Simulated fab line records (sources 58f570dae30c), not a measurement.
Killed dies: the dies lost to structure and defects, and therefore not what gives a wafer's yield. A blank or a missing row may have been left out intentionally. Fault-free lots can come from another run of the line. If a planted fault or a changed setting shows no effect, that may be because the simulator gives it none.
Which of the tools did it? -- flow berkeleyCmos170 -- 45 wafers from 15 lots sampled at 4 of the route's 331 steps

WHAT THE GAUGES SHOWED, per wafer
UCB170_PWELL_THK_MEAS_03. Usual: PWELL_OXIDE_THK 26.5 nm, standard deviation 0.54.
lot,measured,on,PWELL_OXIDE_THK (nm),flag
L688,day 3 09:51,filmMetro-01,27.6 27.6 27.6,
L689,day 3 09:55,filmMetro-01,26.3 26.5 26.8,
L691,day 3 21:23,filmMetro-03,26.7 26.3 26.4,
L690,day 3 21:23,filmMetro-01,26.4 26.7 25.8,
L692,day 4 04:06,filmMetro-01,27.3 27.9 28.0,
L694,day 4 15:08,filmMetro-04,26.0 26.8 26.7,
L695,day 4 19:59,filmMetro-04,26.3 26.3 26.7,
L696,day 5 00:16,filmMetro-01,26.9 27.0 27.1,
L698,day 5 00:16,filmMetro-04,26.5 26.4 26.1,
L699,day 5 20:05,filmMetro-04,26.4 26.3 26.3,
L703,day 6 15:53,filmMetro-01,25.7 25.9 26.0,
L704,day 6 15:53,filmMetro-03,26.5 26.6 26.3,
L705,day 7 03:26,filmMetro-03,25.6 26.1 26.0,
L706,day 7 03:26,filmMetro-04,26.3 26.4 26.3,
L709,day 7 22:01,filmMetro-03,26.3 26.5 27.2,

UCB170_PWELL_THK_MEAS_06. Usual: PWELL_NITRIDE_THK 219.5 nm, standard deviation 2.2.
lot,measured,on,PWELL_NITRIDE_THK (nm),flag
L688,day 3 17:53,filmMetro-01,219.3 219.7 219.8,
L689,day 3 17:56,filmMetro-01,220.2 218.6 218.2,
L691,day 4 04:26,filmMetro-03,219.4 221.9 220.4,
L690,day 4 04:27,filmMetro-01,219.5 217.3 219.3,
L692,day 4 11:47,filmMetro-01,221.3 221.5 219.8,
L694,day 4 22:42,filmMetro-03,218.8 219.5 220.3,
L695,day 5 06:01,filmMetro-03,219.3 220.4 219.4,
L696,day 5 05:53,filmMetro-01,214.5 216.7 217.1,
L698,day 5 06:01,filmMetro-01,216.1 216.5 216.9,
L699,day 6 04:13,filmMetro-04,218.9 218.3 219.6,
L703,day 7 00:07,filmMetro-03,219.1 219.6 216.6,
L704,day 7 00:07,filmMetro-01,222.6 222.2 222.4,
L705,day 7 09:36,filmMetro-01,218.1 219.9 218.9,
L706,day 7 09:37,filmMetro-04,221.1 222.0 221.0,
L709,day 8 06:53,filmMetro-04,223.1 223.1 221.9,

UCB170_ACTIVE_CD_MEAS_90 targets a cd of 1200 nm. Usual: cdNm at 1200.4 nm, with a standard deviation of 1.4.
lot,measured,on,cdNm (nm),flag
L688,day 5 03:14,cdSem-02,1202.6 1202.0 1201.1,
L689,day 5 03:28,cdSem-02,1200.8 1202.4 1200.6,
L691,day 5 16:50,cdSem-01,1199.8 1198.6 1198.0,
L690,day 5 17:06,cdSem-02,1201.0 1200.5 1200.8,
L692,day 6 00:23,cdSem-02,1202.1 1202.3 1201.7,
L694,day 6 14:22,cdSem-02,1200.4 1199.8 1200.2,
L695,day 6 13:52,cdSem-02,- - -,OFF
L696,day 6 13:53,cdSem-01,- - -,OFF
L698,day 6 14:07,cdSem-01,- - -,OFF
L699,day 7 13:25,cdSem-02,1199.4 1197.7 1197.2,
L703,day 8 13:00,cdSem-02,1198.8 1201.4 1199.1,
L704,day 8 12:46,cdSem-01,1200.4 1198.2 1199.0,
L705,day 8 22:02,cdSem-01,1199.3 1200.2 1198.4,
L706,day 8 21:46,cdSem-02,1199.8 1199.8 1198.9,
L709,day 9 20:56,cdSem-02,1199.6 1200.7 1201.1,

EACH LOT AND THE TOOL THAT RAN IT (in order: tool; ch and the chambers of the sampled wafers; start)
lot,UCB170_ACTIVE_PEB_11
L688,"lithoTrack-02 ch 0, day 5 02:32"
L689,"lithoTrack-04 ch 0, day 5 02:42"
L691,"lithoTrack-01 ch 0, day 5 16:13"
L690,"lithoTrack-02 ch 0, day 5 16:28"
L692,"lithoTrack-01 ch 0, day 5 23:40"
L694,"lithoTrack-02 ch 0, day 6 13:44"
L695,"lithoTrack-04, day 6 13:13"
L696,"lithoTrack-01, day 6 13:16"
L698,"lithoTrack-02, day 6 13:29"
L699,"lithoTrack-01 ch 0, day 7 12:41"
L703,"lithoTrack-02 ch 0, day 8 12:22"
L704,"lithoTrack-04 ch 0, day 8 12:08"
L705,"lithoTrack-02 ch 0, day 8 21:24"
L706,"lithoTrack-02 ch 0, day 8 21:09"
L709,"lithoTrack-02 ch 0, day 9 20:19"
- UCB170_ACTIVE_PEB_11

WHAT THE TOOLS THEMSELVES READ (means of the sampled wafers that have a number; where no wafer has one, the mark that the record gives instead)
UCB170_ACTIVE_PEB_11. Usual: chillPlateTempC 23.00 C, standard deviation 0.1; exhaustPa 45.2 Pa, standard deviation 0.92.
lot,tool,chillPlateTempC (C),exhaustPa (Pa),flag
L688,lithoTrack-02,23.05,46.1,
L689,lithoTrack-04,22.98,44.4,
L691,lithoTrack-01,22.95,44.9,
L690,lithoTrack-02,23.09,45.8,
L692,lithoTrack-01,23.03,45.5,
L694,lithoTrack-02,23.20,45.6,
L695,lithoTrack-04,-,-,OFF
L696,lithoTrack-01,-,-,OFF
L698,lithoTrack-02,-,-,OFF
L699,lithoTrack-01,22.96,44.9,
L703,lithoTrack-02,23.12,45.4,
L704,lithoTrack-04,22.94,44.8,
L705,lithoTrack-02,22.90,43.6,
L706,lithoTrack-02,23.08,45.7,
L709,lithoTrack-02,23.00,44.5,

THE ANSWER, worked out from the rows above alone
Rule: a lot counts as off when the mean over its wafers that have a number is more than 3 standard deviations away from the usual mean. A lot without any number at a reading at which 4 lots or more have one is off too. Where the step has rows for the other lots, those lots are counted as sound. First the gauges in route order, then the tools' own readings, where a lot's mean is used as printed above. At the first step where some lot is off, the reading lying furthest off is the one used; lots without a number count as furthest.
Off, at UCB170_ACTIVE_CD_MEAS_90 on cdNm: L695, L696, L698. Without a number there: L695, L696, L698.
If a tool, at a process step before that reading, ran all the lots that are off and no sound lot after the first of them, it fits. Not tried: the gauges at UCB170_ACTIVE_CD_MEAS_90; whatever is off there is also off at UCB170_ACTIVE_PEB_11, on other tools, and gauge error can't account for it. None of those tried fits.

WHAT THE SIMULATOR HAD PUT IN
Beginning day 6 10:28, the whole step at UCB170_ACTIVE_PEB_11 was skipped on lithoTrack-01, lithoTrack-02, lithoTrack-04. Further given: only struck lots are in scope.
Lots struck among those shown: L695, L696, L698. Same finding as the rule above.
